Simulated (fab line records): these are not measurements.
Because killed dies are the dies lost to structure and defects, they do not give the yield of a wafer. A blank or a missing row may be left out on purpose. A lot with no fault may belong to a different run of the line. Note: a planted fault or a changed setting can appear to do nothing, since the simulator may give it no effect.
fab line records	flow rit-cmos
record: lots: 13	wafers: 39	last-day: 8
route steps=202 shown PSD@145
lots that met no fault: from a run of the same line without faults
start-h: the number of hours between the record's first day and the start of the first shown wafer of the lot	wait-h: hours from the lot's prior step to this one	" identical to the entry in the row above	L1.1+2: one row covering several wafers at once	- either no value or no given start	* or withheld: withheld	< > ~ a bound
route shown NAME@n: a module of which the file shows steps, and the number in the route of the first	usual: average and standard deviation across the fault-free wafers	same: alike in all rows	chamber/n: place in a boat	sites: each site's reading	_std_site: standard deviation across them	_edge_site: mean of outer sites minus mean of inner sites	radius-mm: for every site, how far away it sits from the centre of the wafer	mask NAME#n: copy n	behind: the most recent tool/chamber to have shaped the wafer	hold: cause of the lot's hold/its duration in hours/its outcome	device: the transistor (n, p or np) that didn't switch	end of line: the tests these same wafers got at the end of their route	a step with no rows: only its recipe	killed: dies lost to structure and defects at the first sort, not the wafer's yield	map: a wafer's dies, x killed, . not, _ none there
set.NAME: the setting that was run; set.NAME@STEP: the one run at that earlier step	model.NAME: the simulator's own value behind a step, which no gauge read
one table for each step of the route and one row for each wafer, over a sample of lots
services: from which hour (start-h, from the record's first day; less than 0 if before it) a tool's chamber was out of use, for how many hours, and why
== steps ==
step: RIT_PSD_EXPOSE_03
recipe: mask-id: M10	na: 0.57	target-cd-nm: 40900	dose-mj: 250
usual: exposure-dose-mJ-cm2: 250.01/0.26
lot.wafer	tool	chamber	start-h	wait-h	mask	exposure-dose-mJ-cm2
L992.3	iline-stepper-01	0	63.67	0.1	M10#0	249.69
L992.5	"	0	"	"	M10#0	249.94
L992.6	"	0	"	"	M10#0	249.89
L991.1	iline-stepper-02	0	64.38	0.2	M10#0	250.37
L991.3	"	0	"	"	M10#0	250.17
L991.4	"	0	"	"	M10#0	250.19
L993.2	iline-stepper-02	0	75.63	0.1	M10#0	250.09
L993.5	"	0	"	"	M10#0	250.05
L993.6	"	0	"	"	M10#0	250.09
L996.3	iline-stepper-02	0	85.05	0.1	M10#0	249.98
L996.4	"	0	"	"	M10#0	249.88
L996.6	"	0	"	"	M10#0	249.66
L997.1	iline-stepper-01	0	100.56	0.2	M10#0	249.73
L997.2	"	0	"	"	M10#0	249.73
L997.3	"	0	"	"	M10#0	249.72
L998.1	iline-stepper-01	0	103.44	0.1	M10#0	249.89
L998.5	"	0	"	"	M10#0	249.84
L998.6	"	0	"	"	M10#0	250.04
L999.1	iline-stepper-01	0	106.19	0.1	M10#0	250.71
L999.2	"	0	"	"	M10#0	250.64
L999.5	"	0	"	"	M10#0	250.10
L101.2	iline-stepper-02	0	117.23	0.1	M10#0	249.77
L101.3	"	0	"	"	M10#0	250.11
L101.6	"	0	"	"	M10#0	249.86
L102.3	iline-stepper-01	0	117.62	0.2	M10#0	249.92
L102.4	"	0	"	"	M10#0	250.02
L102.5	"	0	"	"	M10#0	249.84
L104.3	iline-stepper-01	0	135.50	0.1	M10_R1#0	249.92
L104.4	"	0	"	"	M10_R1#0	250.35
L104.6	"	0	"	"	M10_R1#0	250.03
L106.1	iline-stepper-01	0	141.69	0.2	M10#0	250.54
L106.4	"	0	"	"	M10#0	250.30
L106.5	"	0	"	"	M10#0	250.25
L111.4	iline-stepper-02	0	171.30	0.2	M10#0	250.13
L111.5	"	0	"	"	M10#0	250.19
L111.6	"	0	"	"	M10#0	250.29
L113.2	iline-stepper-02	0	187.85	0.2	M10#0	250.15
L113.3	"	0	"	"	M10#0	249.90
L113.5	"	0	"	"	M10#0	250.14
== services ==
tool	chamber	start-h	hours	kind
iline-stepper-01	0	51.91	-	calibration
iline-stepper-01	-	71.45	5.4	repair
iline-stepper-02	-	90.61	1.7	pm
iline-stepper-02	0	137.05	-	calibration
== key ==
first-sign: step: RIT_PSD_EXPOSE_03	reading: mask	direction: changed
effect none on later readings
met-at RIT_PSD_EXPOSE_03
struck-lots L104
tester-left-out L104
onset-between 117.62 135.50
fault: kind: wrong-mask	tool: any	chamber: -	onset-h: 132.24	steps: RIT_PSD_EXPOSE_03	aux-copy: M10_R1#0	cd-offset-nm: -350	scope: struck-lots-only
tester-left-out: of these lots the tester's yield and bins aren't shown, on N5 and GAA mostly nor the transistor test; their killed dies are dies lost to structure and defects alone, not to doping, threshold or leakage, so they don't give the yield
